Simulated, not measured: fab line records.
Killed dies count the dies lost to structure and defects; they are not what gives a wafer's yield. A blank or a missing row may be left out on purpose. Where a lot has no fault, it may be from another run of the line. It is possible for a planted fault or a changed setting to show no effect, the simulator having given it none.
Which tool is to blame? -- flow berkeleyCmos170 -- Sampling: 7 lots, 21 wafers, 2 of 331 route steps

WHAT THE GAUGES READ, wafer by wafer
UCB170_V2_BOW_MEAS_03.
lot,measured,on,V2_BOW (um)
L990,day 7 10:13,filmMetro-04,44 30 35
L996,day 8 21:06,filmMetro-02,36 43 41
L100,day 9 02:46,filmMetro-02,36 23 35
L106,day 10 18:56,filmMetro-04,37 40 42
L107,day 11 11:31,filmMetro-04,34 45 35
L110,day 11 14:21,filmMetro-02,31 30 40
L113,day 11 21:40,filmMetro-03,30 49 31

TOOL THAT RAN EACH LOT (tool first, then ch and the chambers of the sampled wafers, then the start)
lot,UCB170_V2_CMP_02
L990,"cmp-02 ch 1,2,3, day 7 09:55"
L996,"cmp-01 ch 0,1,3, day 8 20:51"
L100,"cmp-01 ch 0,2,3, day 9 02:28"
L106,"cmp-02 ch 0,1, day 10 18:35"
L107,"cmp-01 ch 1,2, day 11 11:13"
L110,"cmp-02 ch 0,2,3, day 11 14:02"
L113,"cmp-02 ch 0,1,3, day 11 21:25"
- UCB170_V2_CMP_02: polishes SiO2.

THE ANSWER, worked out from the rows above alone
Rule: the lots themselves supply what counts as usual. The widest of any qualifying gaps counts: lots, ordered by their means at a reading, are off when they make up no more than a third of the lots, leave a main group of 4 or more, and stand apart from it by 3 or more times the standard deviation of that group's means. If all means in a main group match to the digits the tables above print for the reading, that group is not used. A lot without any number at a reading at which 4 lots or more have one is off too. Any other lot the step has rows for is counted as sound.
No lot is off on any of the readings shown, so nothing can be concluded from this.

WHAT THE SIMULATOR PUT IN
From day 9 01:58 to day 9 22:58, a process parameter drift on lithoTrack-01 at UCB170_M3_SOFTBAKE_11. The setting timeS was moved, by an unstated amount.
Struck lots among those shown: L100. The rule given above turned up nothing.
